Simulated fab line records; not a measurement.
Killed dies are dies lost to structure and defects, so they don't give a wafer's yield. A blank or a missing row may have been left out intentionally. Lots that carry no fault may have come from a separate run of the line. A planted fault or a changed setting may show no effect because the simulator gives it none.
A struck lot beside a sound one    flow rit cmos    16 out of 202 route steps
Sound: wafers L347.1, L347.5, L347.6. Wafers L342.2, L342.5, L342.6 were the ones struck. At the end, the cause is stated.
For every step that has rows: the tool of each side, followed by ch and its chambers, followed by its first start. Under that, the readings that differ: sound wafers    struck wafers    difference of the means    sigmas: that difference in standard deviations of wafers without a fault.
alike: readings with means less than 2 such deviations apart, plus words and numbers identical on both sides. not compared: withheld readings, readings lacking a value on some wafer, bounds such as >300 that could conceal the same value, and numbers that have no deviation in the record and whose values overlap.
Wherever a step has rows on one side only, a row that says differs or no value, or a row with sigmas, the two part there. Numbers that have no deviation but don't overlap get no sigmas and don't part them. Lack of a reading on every wafer of one side parts them only where that side has two or more wafers.

RIT_ACTIVE_BOW_MEAS_00:
  sound on film metro-02, day 5 09:00; struck on film metro-02, day 4 08:01
  alike: INCOMING_BOW
then, 1 step without rows for these wafers: RIT_ACTIVE_OXIDATION_01 (target thk 46.8 nm, ox time 3360 s).
RIT_ACTIVE_THK_MEAS_02:
  sound on film metro-02, day 5 11:03; struck on film metro-03, day 4 10:14
  alike: ACTIVE_OXIDE_THK
then, 1 step without rows for these wafers: RIT_ACTIVE_CVD_03 (deposits Si3N4 from SiH2Cl2/NH3, target thk 150 nm, time 1500 s).
RIT_ACTIVE_THK_MEAS_04:
  sound on film metro-03, day 5 14:33; struck on film metro-03, day 4 11:43
reading                  sound              struck             difference  sigmas
ACTIVE_NITRIDE_THK (nm)  149.1 148.9 149.5  152.6 152.0 152.7  +3.3        +3
then, 3 steps without rows for these wafers: RIT_ACTIVE_HMDS_05 (prime time 60 s); RIT_ACTIVE_COAT_06 (resist thk 1000 nm); RIT_ACTIVE_SOFTBAKE_07 (time 60 s).
RIT_ACTIVE_EXPOSE_08: exposes mask M1, target cd 1400 nm.
  sound on iline stepper-01 ch 0, day 5 15:05; struck on iline stepper-02 ch 0, day 4 12:22
reading               sound                 struck                difference  sigmas
exposure dose mJ cm2  225.00 225.11 224.69  237.86 238.09 238.01  +13.05      +54
  alike: mask, reticle temp C
then, 2 steps without rows for these wafers: RIT_ACTIVE_PEB_09; RIT_ACTIVE_DEVELOP_10 (develop time 50 s).
RIT_ACTIVE_CD_MEAS_11 targets a cd of 1400 nm.
  sound on cd sem-01, day 5 15:35; struck on cd sem-02, day 4 12:46
reading     sound                 struck                difference  sigmas
cd nm (nm)  1402.3 1398.0 1399.4  1382.3 1380.9 1383.1  -17.8       -8
then, 1 step without rows for these wafers: RIT_ACTIVE_HARDBAKE_12 (time 60 s).
RIT_ACTIVE_ETCH_13: etches Si3N4 in SF6, stops on SiO2, time 210 s, target depth 210 nm.
  sound on rie diel-02 ch 0,1,2, day 5 15:53; struck on rie diel-02 ch 0,1,3, day 4 13:01
reading                  sound           struck          difference  sigmas
model.ACTIVE.cd nm (nm)  1402 1398 1400  1382 1381 1383  -18         
  alike: drypump motor current A, oes product au, throttle valve pct
  not compared: rf hours counter h
RIT_ACTIVE_STRIP_14: strips in O2, time 180 s.
  sound on plasma asher-03 ch 0,1, day 5 16:01; struck on plasma asher-01 ch 0,1, day 4 13:09
  alike: drypump motor current A
  not compared: rf hours counter h
RIT_M1_PROBE_99:
  sound on prober-01, day 7 12:35; struck on prober-02, day 6 10:39
  alike: killed at front end, killed dies, killed open, killed short

WHERE THEY PART
At RIT_ACTIVE_THK_MEAS_04 first; at RIT_ACTIVE_CD_MEAS_11 last (within this record only). Later steps at which nothing parts them and some readings are alike: RIT_ACTIVE_ETCH_13, RIT_ACTIVE_STRIP_14, RIT_M1_PROBE_99.

WHY: the cause the simulator had injected
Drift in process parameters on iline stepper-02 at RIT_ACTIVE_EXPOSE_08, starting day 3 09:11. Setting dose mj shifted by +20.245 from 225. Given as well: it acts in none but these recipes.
